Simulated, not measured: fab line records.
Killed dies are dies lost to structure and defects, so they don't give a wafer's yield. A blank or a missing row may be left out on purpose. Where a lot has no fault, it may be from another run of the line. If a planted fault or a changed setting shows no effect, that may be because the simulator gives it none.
fab line records | flow berkeley_cmos170 | part 1 of 2: steps 1 to 25 of 37
[record] lots = 5 | wafers = 15 | last_day = 15
route steps=331 shown START@5 ZERO@6 NWELL@14 PWELL@34
lots that met no fault: from a run of the same line without faults
start_h: hours from the record's opening day to when the first of the lot's shown wafers began | wait_h: time in hours since the lot's previous step | " same as the row above | L1.1+2: a row that stands for several wafers | - value missing, or start not given | * or withheld: withheld | < > ~ a bound
route shown NAME@n: NAME is a module with steps in the file, n the number in the route of the first one | usual: mean/standard deviation of fault-free wafers | same: alike in all rows | chamber/n: place in a boat | sites: readings site by site | _std_site: how widely they spread, as a standard deviation | _edge_site: outer sites' mean less inner sites' | radius_mm: for every site, how far away it sits from the centre of the wafer | mask NAME#n: copy n | behind: the tool/chamber that last shaped the wafer | hold: why the lot was held/for how many hours/how that ended | device: transistor that didn't switch, given as n, p or np | end of line: the tests these same wafers got at the end of their route | step lacking rows: just its recipe | killed: the dies lost at the first sort to structure and to defects; this is not the yield of the wafer | map: the dies of a wafer, with x for killed, . for not killed, _ for no die there
set.NAME: the setting as run; set.NAME@STEP: as run at that earlier step | model.NAME: the simulator's own value behind a step, which no gauge read
a table for each step, a row for each wafer; lots at some steps of the route
services: a tool's chamber out of use, with start hour (start_h, from the record's first day; less than 0 if before it), hours out, and reason
[[steps]]
[step UCB170_START_ANNEAL_04]
[recipe] temp_c = 950 | time_s = 1200 | ambient = N2
lot.wafer  | tool       | chamber | start_h | wait_h
L084.2+3+5 | furnace-02 | 0       | 71.28   | 5.4
L087.1+2+3 | furnace-01 | 0       | 87.35   | 4.5
L092.1+5+6 | furnace-02 | 0       | 112.24  | 6.3
L096.1+2+4 | furnace-01 | 0       | 126.33  | 2.0
L097.2+3+4 | furnace-01 | 0       | 137.47  | 5.7
[step UCB170_ZERO_HMDS_00]
[recipe] prime_time_s = 60 | prime_temp_c = 100
[usual] prime_temp_c = 99.97/0.14 | resist_line_temp_C = 23.02/0.1
[same] prime_time_s = 60
lot.wafer | tool           | chamber | start_h | wait_h | prime_temp_c | resist_line_temp_C
L084.2    | litho_track-03 | 0       | 73.04   | 0.4    | 99.93        | 22.85
L084.3    | "              | 0       | "       | "      | 99.96        | 22.93
L084.5    | "              | 0       | "       | "      | 100.24       | 22.89
L087.1    | litho_track-01 | 0       | 88.68   | 0.0    | 100.00       | 23.07
L087.2    | "              | 0       | "       | "      | 99.98        | 22.96
L087.3    | "              | 0       | "       | "      | 99.98        | 22.94
L092.1    | litho_track-03 | 0       | 113.89  | 0.3    | 100.06       | 22.87
L092.5    | "              | 0       | "       | "      | 99.94        | 23.01
L092.6    | "              | 0       | "       | "      | 100.06       | 22.96
L096.1    | litho_track-01 | 0       | 127.94  | 0.3    | 99.93        | 22.94
L096.2    | "              | 0       | "       | "      | 99.85        | 23.17
L096.4    | "              | 0       | "       | "      | 99.95        | 23.25
L097.2    | litho_track-02 | 0       | 138.88  | 0.1    | 99.86        | 22.94
L097.3    | "              | 0       | "       | "      | 99.67        | 23.12
L097.4    | "              | 0       | "       | "      | 100.05       | 23.09
[step UCB170_ZERO_COAT_01]
[recipe] resist = KrF | spin_rpm = 1500 | resist_thk_nm = 900
[usual] resist_line_temp_C = 23.03/0.1
lot.wafer | tool           | chamber | start_h | wait_h | resist_line_temp_C
L084.2    | litho_track-03 | 0       | 73.19   | 0.1    | 23.00
L084.3    | "              | 0       | "       | "      | 23.02
L084.5    | "              | 0       | "       | "      | 22.90
L087.1    | litho_track-01 | 0       | 88.83   | 0.1    | 22.92
L087.2    | "              | 0       | "       | "      | 23.09
L087.3    | "              | 0       | "       | "      | 23.10
L092.1    | litho_track-03 | 0       | 114.04  | 0.1    | 22.94
L092.5    | "              | 0       | "       | "      | 23.02
L092.6    | "              | 0       | "       | "      | 22.82
L096.1    | litho_track-01 | 0       | 128.09  | 0.1    | 23.05
L096.2    | "              | 0       | "       | "      | 23.00
L096.4    | "              | 0       | "       | "      | 22.76
L097.2    | litho_track-02 | 0       | 139.03  | 0.1    | 23.23
L097.3    | "              | 0       | "       | "      | 23.25
L097.4    | "              | 0       | "       | "      | 23.10
[step UCB170_ZERO_SOFTBAKE_02]
[recipe] resist = KrF | temp_c = 130 | time_s = 60
[usual] resist_line_temp_C = 23.00/0.1
lot.wafer | tool           | chamber | start_h | wait_h | resist_line_temp_C
L084.2    | litho_track-03 | 0       | 73.34   | 0.1    | 22.96
L084.3    | "              | 0       | "       | "      | 23.14
L084.5    | "              | 0       | "       | "      | 22.86
L087.1    | litho_track-01 | 0       | 88.98   | 0.1    | 22.90
L087.2    | "              | 0       | "       | "      | 23.01
L087.3    | "              | 0       | "       | "      | 23.01
L092.1    | litho_track-03 | 0       | 114.19  | 0.1    | 22.84
L092.5    | "              | 0       | "       | "      | 22.85
L092.6    | "              | 0       | "       | "      | 22.89
L096.1    | litho_track-01 | 0       | 128.24  | 0.1    | 22.87
L096.2    | "              | 0       | "       | "      | 23.05
L096.4    | "              | 0       | "       | "      | 22.89
L097.2    | litho_track-02 | 0       | 139.18  | 0.1    | 22.93
L097.3    | "              | 0       | "       | "      | 22.99
L097.4    | "              | 0       | "       | "      | 23.08
[step UCB170_ZERO_EXPOSE_03]
[recipe] mask_id = PM_MARKS | na = 0.5 | sigma_outer = 0.6 | source_shape = conventional | target_cd_nm = 4000 | dose_mj = 30
lot.wafer  | tool           | chamber | start_h | wait_h | mask
L084.2+3+5 | krf_scanner-01 | 0       | 73.49   | 0.1    | PM_MARKS#0
L087.1+2+3 | krf_scanner-01 | 0       | 89.25   | 0.2    | PM_MARKS#0
L092.1+5+6 | krf_scanner-02 | 0       | 114.34  | 0.1    | PM_MARKS#0
L096.1+2+4 | krf_scanner-02 | 0       | 128.39  | 0.1    | PM_MARKS#0
L097.2+3+4 | krf_scanner-01 | 0       | -       | -      | PM_MARKS#0
[step UCB170_ZERO_PEB_04]
[recipe] peb_temp_c = 130 | peb_time_s = withheld | resist = KrF
[usual] resist_line_temp_C = 22.99/0.13
lot.wafer | tool           | chamber | start_h | wait_h | resist_line_temp_C
L084.2    | litho_track-02 | 0       | 73.61   | 0.1    | 22.96
L084.3    | "              | 0       | "       | "      | 23.01
L084.5    | "              | 0       | "       | "      | 22.98
L087.1    | litho_track-01 | 0       | 89.37   | 0.1    | 22.71
L087.2    | "              | 0       | "       | "      | 22.74
L087.3    | "              | 0       | "       | "      | 22.70
L092.1    | litho_track-01 | 0       | 114.51  | 0.1    | 23.02
L092.5    | "              | 0       | "       | "      | 22.96
L092.6    | "              | 0       | "       | "      | 23.09
L096.1    | litho_track-01 | 0       | 128.50  | 0.1    | 22.95
L096.2    | "              | 0       | "       | "      | 22.91
L096.4    | "              | 0       | "       | "      | 22.88
L097.2    | litho_track-03 | 0       | -       | -      | 23.05
L097.3    | "              | 0       | "       | "      | 22.98
L097.4    | "              | 0       | "       | "      | 22.90
[step UCB170_ZERO_DEVELOP_05]
[recipe] developer = TMAH | develop_time_s = 45 | resist = KrF | dev_temp_c = 21
[usual] resist_line_temp_C = 23.00/0.098
lot.wafer | tool           | chamber | start_h | wait_h | resist_line_temp_C
L084.2    | litho_track-02 | 0       | -       | -      | 23.07
L084.3    | "              | 0       | "       | "      | 22.86
L084.5    | "              | 0       | "       | "      | 22.81
L087.1    | litho_track-01 | 0       | -       | -      | 23.08
L087.2    | "              | 0       | "       | "      | 22.89
L087.3    | "              | 0       | "       | "      | 22.92
L092.1    | litho_track-01 | 0       | -       | -      | 23.12
L092.5    | "              | 0       | "       | "      | 22.91
L092.6    | "              | 0       | "       | "      | 23.04
L096.1    | litho_track-01 | 0       | -       | -      | 23.00
L096.2    | "              | 0       | "       | "      | 23.07
L096.4    | "              | 0       | "       | "      | 22.85
L097.2    | litho_track-03 | 0       | -       | -      | 23.06
L097.3    | "              | 0       | "       | "      | 23.07
L097.4    | "              | 0       | "       | "      | 22.87
[step UCB170_ZERO_ETCH_06]
[recipe] chemistry = CHF3/CF4/Ar | target = SiO2 | time_s = 12 | pressure_mtorr = 100 | rf_w = 500 | CHF3_flow_sccm = 50 | cf4_flow_sccm = 10 | Ar_flow_sccm = 120 | over_etch_frac = 1.58
[usual] CHF3_flow_sccm = 49.97/0.16 | drypump_motor_current_A = 5.9/0.35 | oes_product_au = 0.616/0.0081 | rf_fwd_power_W = 492.1/2.5 | throttle_valve_pct = 9.24/0.13
lot.wafer | tool        | chamber | start_h | wait_h | CHF3_flow_sccm | drypump_motor_current_A | oes_product_au | rf_fwd_power_W | rf_hours_counter_h | throttle_valve_pct
L084.2    | rie_diel-03 | 3       | 73.86   | -      | 49.62          | 5.3                     | 0.625          | 494.5          | 110                | 9.48
L084.3    | "           | 2       | "       | "      | 49.85          | 5.6                     | 0.627          | 492.0          | 55                 | 9.11
L084.5    | "           | 1       | "       | "      | 50.06          | 6.1                     | 0.617          | 493.3          | -                  | 9.41
L087.1    | rie_diel-02 | 1       | 89.64   | -      | 50.19          | 6.3                     | 0.610          | 494.9          | 80                 | 9.24
L087.2    | "           | 3       | "       | "      | 50.25          | 5.7                     | 0.613          | 494.7          | 11                 | 9.13
L087.3    | "           | 0       | "       | "      | 49.92          | 5.5                     | 0.611          | 491.4          | 79                 | 9.20
L092.1    | rie_diel-03 | 1       | 114.79  | -      | 50.15          | 6.1                     | 0.622          | 490.7          | 16                 | 9.43
L092.5    | "           | 1       | "       | "      | 50.21          | 6.1                     | 0.626          | 491.0          | -                  | 9.43
L092.6    | "           | 2       | "       | "      | 49.88          | 5.6                     | 0.622          | 492.3          | -                  | 9.12
L096.1    | rie_diel-02 | 2       | 128.78  | -      | 49.95          | 6.0                     | 0.623          | 490.6          | 1                  | 9.34
L096.2    | "           | 0       | "       | "      | 49.93          | 5.5                     | 0.610          | 489.6          | 80                 | 9.19
L096.4    | "           | 3       | "       | "      | 49.95          | 5.7                     | 0.608          | 493.3          | 13                 | 9.14
L097.2    | rie_diel-03 | 2       | 141.10  | -      | 49.90          | 5.6                     | 0.631          | 493.2          | 58                 | 9.11
L097.3    | "           | 1       | "       | "      | 49.82          | 6.0                     | 0.621          | 494.9          | 18                 | 9.44
L097.4    | "           | 3       | "       | "      | 50.15          | 5.3                     | 0.610          | 495.9          | 114                | 9.48
[step UCB170_ZERO_STRIP_07]
[recipe] chemistry = O2 | power_w = 400 | pressure_mtorr = 3500 | platen_temp_c = withheld | o2_flow_sccm = 400 | overash_fraction = 0.5
[usual] drypump_motor_current_A = 5.8/0.5 | oes_product_au = 0.728/0.005 | strip_time_to_endpoint_s = 21.44/0.055
lot.wafer | tool            | chamber | start_h | wait_h | drypump_motor_current_A | oes_product_au | rf_hours_counter_h | strip_time_to_endpoint_s
L084.2    | plasma_asher-03 | 1       | 73.88   | 0.0    | 5.7                     | 0.737          | 31                 | 21.45
L084.3    | "               | 0       | "       | "      | 6.5                     | 0.722          | -                  | 21.46
L084.5    | "               | 1       | "       | "      | 5.7                     | 0.728          | -                  | 21.42
L087.1    | plasma_asher-03 | 1       | 89.67   | 0.0    | 5.6                     | 0.733          | 33                 | 21.35
L087.2    | "               | 0       | "       | "      | 6.5                     | 0.720          | 33                 | 21.41
L087.3    | "               | 1       | "       | "      | 5.6                     | 0.731          | -                  | 21.42
L092.1    | plasma_asher-04 | 0       | 114.81  | 0.0    | 6.0                     | 0.722          | 35                 | 21.43
L092.5    | "               | 1       | "       | "      | 5.0                     | 0.730          | -                  | 21.34
L092.6    | "               | 0       | "       | "      | 6.0                     | 0.723          | -                  | 21.42
L096.1    | plasma_asher-03 | 1       | 128.80  | 0.0    | 5.7                     | 0.726          | 1                  | 21.41
L096.2    | "               | 0       | "       | "      | 6.5                     | 0.731          | 1                  | 21.39
L096.4    | "               | 0       | "       | "      | 6.5                     | 0.737          | -                  | 21.36
L097.2    | plasma_asher-04 | 1       | 141.12  | 0.0    | 5.0                     | 0.733          | 38                 | 21.49
L097.3    | "               | 1       | "       | "      | 5.0                     | 0.731          | -                  | 21.46
L097.4    | "               | 0       | "       | "      | 6.0                     | 0.729          | -                  | 21.40
[step UCB170_NWELL_WET_ETCH_00]
[recipe] chemistry = dHF | dilution = 25:1 | target = SiO2 | temp_c = 25 | time_s = 200
[usual] temp_c = 25.03/0.11
lot.wafer | tool         | chamber | start_h | wait_h | temp_c
L084.2    | wet_bench-04 | 3       | 73.98   | 0.1    | 24.87
L084.3    | "            | 3       | "       | "      | 25.04
L084.5    | "            | 3       | "       | "      | 25.14
L087.1    | wet_bench-02 | 3       | 89.86   | 0.2    | 25.18
L087.2    | "            | 3       | "       | "      | 25.10
L087.3    | "            | 3       | "       | "      | 25.10
L092.1    | wet_bench-02 | 1       | 114.91  | 0.1    | 25.10
L092.5    | "            | 1       | "       | "      | 25.10
L092.6    | "            | 1       | "       | "      | 24.93
L096.1    | wet_bench-04 | 3       | 128.90  | 0.1    | 25.03
L096.2    | "            | 3       | "       | "      | 25.03
L096.4    | "            | 3       | "       | "      | 24.98
L097.2    | wet_bench-02 | 1       | 141.22  | 0.1    | 24.82
L097.3    | "            | 1       | "       | "      | 24.73
L097.4    | "            | 1       | "       | "      | 24.88
[step UCB170_NWELL_OXIDATION_01]
[recipe] temp_c = 1000 | ambient = O2 | target_thk_a = 264 | ox_time_s = 1260
lot.wafer  | tool       | chamber | start_h | wait_h
L084.2+3+5 | furnace-02 | 0       | 79.94   | 5.9
L087.1+2+3 | furnace-04 | 0       | 93.89   | 4.0
L092.1+5+6 | furnace-04 | 0       | 118.34  | 3.4
L096.1+2+4 | furnace-02 | 0       | 133.61  | 4.6
L097.2+3+4 | furnace-01 | 0       | 143.15  | 1.9
[step UCB170_NWELL_THK_MEAS_02]
[recipe] reads = SiO2_of_NWELL_OXIDATION_01
[usual] NWELL_OXIDE_THK = 26.3/0.59
lot.wafer | tool          | chamber | start_h | wait_h | NWELL_OXIDE_THK[nm]
L084.2    | film_metro-03 | -       | 81.39   | 0.1    | 26.9
L084.3    | "             | -       | "       | "      | 26.9
L084.5    | "             | -       | "       | "      | 26.4
L087.1    | film_metro-03 | -       | 95.24   | 0.0    | 26.2
L087.2    | "             | -       | "       | "      | 26.1
L087.3    | "             | -       | "       | "      | 25.7
L092.1    | film_metro-02 | -       | 119.69  | 0.0    | 26.8
L092.5    | "             | -       | "       | "      | 26.6
L092.6    | "             | -       | "       | "      | 26.3
L096.1    | film_metro-03 | -       | 134.96  | 0.0    | 26.3
L096.2    | "             | -       | "       | "      | 26.2
L096.4    | "             | -       | "       | "      | 26.3
L097.2    | film_metro-02 | -       | 144.51  | 0.0    | 26.9
L097.3    | "             | -       | "       | "      | 26.6
L097.4    | "             | -       | "       | "      | 27.0
[step UCB170_NWELL_ANNEAL_03]
[recipe] temp_c = 1000 | time_s = 900 | ambient = N2
lot.wafer  | tool       | chamber | start_h | wait_h
L084.2+3+5 | furnace-02 | 0       | 85.54   | 4.1
L087.1+2+3 | furnace-01 | 0       | 100.53  | 5.3
L092.1+5+6 | furnace-02 | 0       | 121.61  | 1.9
L096.1+2+4 | furnace-02 | 0       | 139.04  | 4.1
L097.2+3+4 | furnace-04 | 0       | 147.89  | 3.4
[step UCB170_NWELL_CVD_04]
[recipe] material = Si3N4 | target_thk_nm = 224 | temp_c = 800 | precursor = SiH2Cl2/NH3 | time_s = 3360 | pressure_mtorr = 200 | sih2cl2_flow_sccm = 25 | nh3_flow_sccm = 75
[usual] pressure_mtorr = 200.0/0.34
lot.wafer | tool     | chamber | start_h | wait_h | pressure_mtorr
L084.2    | lpcvd-01 | 1       | 86.79   | 0.0    | 199.9
L084.3    | "        | 1       | "       | "      | 200.4
L084.5    | "        | 1       | "       | "      | 200.4
L087.1    | lpcvd-01 | 1       | 101.78  | 0.0    | 199.9
L087.2    | "        | 1       | "       | "      | 199.5
L087.3    | "        | 1       | "       | "      | 199.3
L092.1    | lpcvd-02 | 1       | 123.01  | 0.1    | 199.7
L092.5    | "        | 1       | "       | "      | 199.9
L092.6    | "        | 1       | "       | "      | 199.4
L096.1    | lpcvd-02 | 0       | 140.29  | 0.0    | 200.0
L096.2    | "        | 0       | "       | "      | 200.4
L096.4    | "        | 0       | "       | "      | 199.9
L097.2    | lpcvd-02 | 1       | 149.14  | 0.0    | 200.2
L097.3    | "        | 1       | "       | "      | 200.0
L097.4    | "        | 1       | "       | "      | 200.5
[step UCB170_NWELL_THK_MEAS_05]
[recipe] reads = Si3N4_of_NWELL_CVD_04
[usual] NWELL_NITRIDE_THK = 223.5/2.2
lot.wafer | tool          | chamber | start_h | wait_h | NWELL_NITRIDE_THK[nm]
L084.2    | film_metro-02 | -       | 88.74   | 0.0    | 226.1
L084.3    | "             | -       | "       | "      | 226.0
L084.5    | "             | -       | "       | "      | 225.2
L087.1    | film_metro-03 | -       | 103.71  | 0.0    | 220.7
L087.2    | "             | -       | "       | "      | 220.4
L087.3    | "             | -       | "       | "      | 220.0
L092.1    | film_metro-02 | -       | 124.94  | 0.0    | 221.0
L092.5    | "             | -       | "       | "      | 223.2
L092.6    | "             | -       | "       | "      | 223.8
L096.1    | film_metro-02 | -       | 142.23  | 0.0    | 225.1
L096.2    | "             | -       | "       | "      | 224.6
L096.4    | "             | -       | "       | "      | 223.7
L097.2    | film_metro-04 | -       | 151.08  | 0.0    | 225.9
L097.3    | "             | -       | "       | "      | 225.2
L097.4    | "             | -       | "       | "      | 226.0
[step UCB170_NWELL_HMDS_06]
[recipe] prime_time_s = 60 | prime_temp_c = 100
[usual] prime_temp_c = 99.97/0.13 | resist_line_temp_C = 23.00/0.1
[same] prime_time_s = 60
lot.wafer | tool           | chamber | start_h | wait_h | prime_temp_c | resist_line_temp_C
L084.2    | litho_track-04 | 0       | 88.81   | 0.1    | 100.27       | 22.99
L084.3    | "              | 0       | "       | "      | 99.76        | 22.78
L084.5    | "              | 0       | "       | "      | 100.04       | 22.73
L087.1    | litho_track-04 | 0       | 103.77  | 0.1    | 99.99        | 22.95
L087.2    | "              | 0       | "       | "      | 99.89        | 23.06
L087.3    | "              | 0       | "       | "      | 99.91        | 23.02
L092.1    | litho_track-02 | 0       | 125.00  | 0.1    | 99.84        | 22.93
L092.5    | "              | 0       | "       | "      | 100.09       | 23.04
L092.6    | "              | 0       | "       | "      | 99.88        | 22.96
L096.1    | litho_track-03 | 0       | 142.92  | 0.7    | 100.04       | 22.89
L096.2    | "              | 0       | "       | "      | 99.92        | 23.04
L096.4    | "              | 0       | "       | "      | 99.88        | 23.10
L097.2    | litho_track-04 | 0       | 151.71  | 0.6    | 99.99        | 23.25
L097.3    | "              | 0       | "       | "      | 99.89        | 23.12
L097.4    | "              | 0       | "       | "      | 99.87        | 23.07
[step UCB170_NWELL_COAT_07]
[recipe] resist = KrF | spin_rpm = 1500 | resist_thk_nm = 900
[usual] resist_line_temp_C = 23.00/0.12
lot.wafer | tool           | chamber | start_h | wait_h | resist_line_temp_C
L084.2    | litho_track-04 | 0       | 88.96   | 0.1    | 22.92
L084.3    | "              | 0       | "       | "      | 23.14
L084.5    | "              | 0       | "       | "      | 22.83
L087.1    | litho_track-04 | 0       | 103.92  | 0.1    | 22.99
L087.2    | "              | 0       | "       | "      | 22.96
L087.3    | "              | 0       | "       | "      | 23.04
L092.1    | litho_track-02 | 0       | 125.15  | 0.1    | 22.87
L092.5    | "              | 0       | "       | "      | 22.81
L092.6    | "              | 0       | "       | "      | 22.81
L096.1    | litho_track-03 | 0       | 143.07  | 0.1    | 22.94
L096.2    | "              | 0       | "       | "      | 22.80
L096.4    | "              | 0       | "       | "      | 23.00
L097.2    | litho_track-04 | 0       | 151.86  | 0.1    | 23.14
L097.3    | "              | 0       | "       | "      | 22.90
L097.4    | "              | 0       | "       | "      | 23.11
[step UCB170_NWELL_SOFTBAKE_08]
[recipe] resist = KrF | temp_c = 130 | time_s = 60
[usual] resist_line_temp_C = 22.98/0.11
lot.wafer | tool           | chamber | start_h | wait_h | resist_line_temp_C
L084.2    | litho_track-04 | 0       | 89.11   | 0.1    | 23.04
L084.3    | "              | 0       | "       | "      | 22.86
L084.5    | "              | 0       | "       | "      | 23.17
L087.1    | litho_track-04 | 0       | 104.07  | 0.1    | 23.18
L087.2    | "              | 0       | "       | "      | 23.24
L087.3    | "              | 0       | "       | "      | 23.15
L092.1    | litho_track-02 | 0       | 125.30  | 0.1    | 22.89
L092.5    | "              | 0       | "       | "      | 23.04
L092.6    | "              | 0       | "       | "      | 22.78
L096.1    | litho_track-03 | 0       | 143.22  | 0.1    | 22.85
L096.2    | "              | 0       | "       | "      | 22.91
L096.4    | "              | 0       | "       | "      | 22.91
L097.2    | litho_track-04 | 0       | 152.01  | 0.1    | 22.97
L097.3    | "              | 0       | "       | "      | 23.11
L097.4    | "              | 0       | "       | "      | 22.88
[step UCB170_NWELL_EXPOSE_09]
[recipe] mask_id = NWELL | target_cd_nm = 3000 | na = 0.5 | sigma_outer = 0.6 | source_shape = conventional | dose_mj = 25
lot.wafer  | tool           | chamber | start_h | wait_h | mask
L084.2+3+5 | krf_scanner-01 | 0       | 89.39   | 0.3    | NWELL#0
L087.1+2+3 | krf_scanner-02 | 0       | 104.35  | 0.2    | NWELL#0
L092.1+5+6 | krf_scanner-02 | 0       | 125.58  | 0.2    | NWELL#0
L096.1+2+4 | krf_scanner-02 | 0       | 143.59  | 0.3    | NWELL#0
L097.2+3+4 | krf_scanner-01 | 0       | 152.28  | 0.2    | NWELL#0
[step UCB170_NWELL_PEB_10]
[recipe] peb_temp_c = 130 | peb_time_s = withheld | resist = KrF
[usual] resist_line_temp_C = 23.02/0.1
lot.wafer | tool           | chamber | start_h | wait_h | resist_line_temp_C
L084.2    | litho_track-04 | 0       | 89.51   | 0.1    | 22.94
L084.3    | "              | 0       | "       | "      | 23.07
L084.5    | "              | 0       | "       | "      | 22.93
L087.1    | litho_track-03 | 0       | 104.46  | 0.1    | 23.02
L087.2    | "              | 0       | "       | "      | 22.98
L087.3    | "              | 0       | "       | "      | 23.08
L092.1    | litho_track-03 | 0       | 125.70  | 0.1    | 23.02
L092.5    | "              | 0       | "       | "      | 23.06
L092.6    | "              | 0       | "       | "      | 23.11
L096.1    | litho_track-04 | 0       | 143.93  | 0.3    | 22.95
L096.2    | "              | 0       | "       | "      | 23.13
L096.4    | "              | 0       | "       | "      | 23.01
L097.2    | litho_track-03 | 0       | 152.86  | 0.6    | 23.02
L097.3    | "              | 0       | "       | "      | 23.15
L097.4    | "              | 0       | "       | "      | 23.08
[step UCB170_NWELL_DEVELOP_11]
[recipe] developer = TMAH | develop_time_s = 45 | resist = KrF | dev_temp_c = 21
[usual] resist_line_temp_C = 23.01/0.11
lot.wafer | tool           | chamber | start_h | wait_h | resist_line_temp_C
L084.2    | litho_track-04 | 0       | -       | -      | 23.17
L084.3    | "              | 0       | "       | "      | 23.14
L084.5    | "              | 0       | "       | "      | 23.08
L087.1    | litho_track-03 | 0       | -       | -      | 23.03
L087.2    | "              | 0       | "       | "      | 22.97
L087.3    | "              | 0       | "       | "      | 23.02
L092.1    | litho_track-03 | 0       | -       | -      | 22.98
L092.5    | "              | 0       | "       | "      | 22.82
L092.6    | "              | 0       | "       | "      | 23.03
L096.1    | litho_track-04 | 0       | -       | -      | 22.97
L096.2    | "              | 0       | "       | "      | 22.80
L096.4    | "              | 0       | "       | "      | 23.00
L097.2    | litho_track-03 | 0       | -       | -      | 22.92
L097.3    | "              | 0       | "       | "      | 23.06
L097.4    | "              | 0       | "       | "      | 23.03
[step UCB170_NWELL_OVL_MEAS_12]
[usual] NWELL_OVL = 0/5.2
lot.wafer | tool       | chamber | start_h | wait_h | NWELL_OVL[nm]
L084.2    | overlay-02 | -       | 89.77   | -      | 2
L084.3    | "          | -       | "       | "      | 3
L084.5    | "          | -       | "       | "      | 4
L087.1    | overlay-01 | -       | 104.74  | -      | 8
L087.2    | "          | -       | "       | "      | 2
L087.3    | "          | -       | "       | "      | 1
L092.1    | overlay-01 | -       | 125.98  | -      | 8
L092.5    | "          | -       | "       | "      | 5
L092.6    | "          | -       | "       | "      | 7
L096.1    | overlay-02 | -       | 144.21  | -      | 3
L096.2    | "          | -       | "       | "      | -5
L096.4    | "          | -       | "       | "      | 0
L097.2    | overlay-02 | -       | 153.11  | -      | 0
L097.3    | "          | -       | "       | "      | -5
L097.4    | "          | -       | "       | "      | 0
[step UCB170_NWELL_ETCH_13]
[recipe] chemistry = CH3F/Ar/O2 | target = Si3N4 | stop_on = SiO2 | CH3F_flow_sccm = 20 | Ar_flow_sccm = 50 | O2_flow_sccm = 7 | pressure_mtorr = 50 | rf_w = 450 | target_depth_a = 2464 | over_etch_frac = 0.1 | time_s = 154
[usual] drypump_motor_current_A = 5.7/0.31 | oes_product_au = 0.938/0.014 | rf_fwd_power_W = 448.2/1.4 | throttle_valve_pct = 8.08/0.11
lot.wafer | tool        | chamber | start_h | wait_h | drypump_motor_current_A | oes_product_au | rf_fwd_power_W | rf_hours_counter_h | throttle_valve_pct
L084.2    | rie_diel-03 | 2       | 89.80   | 0.0    | 5.6                     | 0.953          | 449.9          | 55                 | 7.92
L084.3    | "           | 0       | "       | "      | 5.6                     | 0.959          | 448.8          | 29                 | 7.97
L084.5    | "           | 0       | "       | "      | 5.6                     | 0.972          | 447.7          | -                  | 7.96
L087.1    | rie_diel-01 | 3       | 104.77  | 0.0    | 5.7                     | 0.924          | 447.3          | 146                | 7.95
L087.2    | "           | 1       | "       | "      | 6.1                     | 0.927          | 447.2          | 1                  | 8.11
L087.3    | "           | 2       | "       | "      | 5.4                     | 0.925          | 449.1          | 2                  | 8.03
L092.1    | rie_diel-02 | 1       | 126.02  | 0.0    | 6.3                     | 0.932          | 448.5          | 82                 | 8.06
L092.5    | "           | 2       | "       | "      | 6.0                     | 0.941          | 446.9          | -                  | 8.16
L092.6    | "           | 1       | "       | "      | 6.4                     | 0.929          | 451.1          | -                  | 8.04
L096.1    | rie_diel-02 | 2       | 144.24  | 0.0    | 6.0                     | 0.949          | 445.7          | 2                  | 8.16
L096.2    | "           | 3       | "       | "      | 5.7                     | 0.943          | 449.3          | 13                 | 7.96
L096.4    | "           | 0       | "       | "      | 5.5                     | 0.927          | 448.5          | 81                 | 8.06
L097.2    | rie_diel-01 | 2       | 153.14  | 0.0    | 5.4                     | 0.946          | 446.6          | 4                  | 8.03
L097.3    | "           | 1       | "       | "      | 6.0                     | 0.934          | 445.6          | 3                  | 8.11
L097.4    | "           | 0       | "       | "      | 5.6                     | 0.931          | 450.8          | 1                  | 8.17
[step UCB170_NWELL_IMPLANT_14]
[recipe] species = P | dose_cm2 = 1e+13 | energy_kev = 150 | tilt_deg = 7
lot.wafer  | tool         | chamber | start_h | wait_h
L084.2+3+5 | implanter-03 | 0       | 89.92   | 0.1
L087.1+2+3 | implanter-01 | 0       | 104.88  | 0.1
L092.1+5+6 | implanter-03 | 0       | 126.12  | 0.1
L096.1+2+4 | implanter-03 | 0       | 144.35  | 0.1
L097.2+3+4 | implanter-04 | 0       | 153.27  | 0.1
[step UCB170_NWELL_STRIP_15]
[recipe] chemistry = O2 | power_w = 400 | pressure_mtorr = 3500 | platen_temp_c = withheld | o2_flow_sccm = 400 | overash_fraction = 0.5
[usual] drypump_motor_current_A = 5.8/0.48 | oes_product_au = 0.720/0.0045 | strip_time_to_endpoint_s = 18.04/0.08
lot.wafer | tool            | chamber | start_h | wait_h | drypump_motor_current_A | oes_product_au | rf_hours_counter_h | strip_time_to_endpoint_s
L084.2    | plasma_asher-01 | 0       | 90.05   | 0.1    | 6.3                     | 0.717          | 30                 | 18.08
L084.3    | "               | 0       | "       | "      | 6.3                     | 0.718          | -                  | 18.03
L084.5    | "               | 1       | "       | "      | 5.5                     | 0.719          | -                  | 17.98
L087.1    | plasma_asher-01 | 0       | 105.03  | 0.1    | 6.2                     | 0.712          | 31                 | 18.05
L087.2    | "               | 1       | "       | "      | 5.5                     | 0.721          | 31                 | 18.21
L087.3    | "               | 0       | "       | "      | 6.3                     | 0.718          | -                  | 18.10
L092.1    | plasma_asher-01 | 1       | 126.27  | 0.1    | 5.5                     | 0.733          | 34                 | 18.02
L092.5    | "               | 1       | "       | "      | 5.5                     | 0.719          | -                  | 17.89
L092.6    | "               | 0       | "       | "      | 6.2                     | 0.712          | -                  | 18.01
L096.1    | plasma_asher-01 | 0       | 144.50  | 0.1    | 6.3                     | 0.720          | 36                 | 17.93
L096.2    | "               | 1       | "       | "      | 5.5                     | 0.728          | 36                 | 18.05
L096.4    | "               | 0       | "       | "      | 6.2                     | 0.720          | -                  | 18.06
L097.2    | plasma_asher-04 | 0       | 153.40  | 0.1    | 6.1                     | 0.717          | 40                 | 18.02
L097.3    | "               | 1       | "       | "      | 5.0                     | 0.711          | -                  | 17.95
L097.4    | "               | 0       | "       | "      | 6.0                     | 0.720          | -                  | 17.99
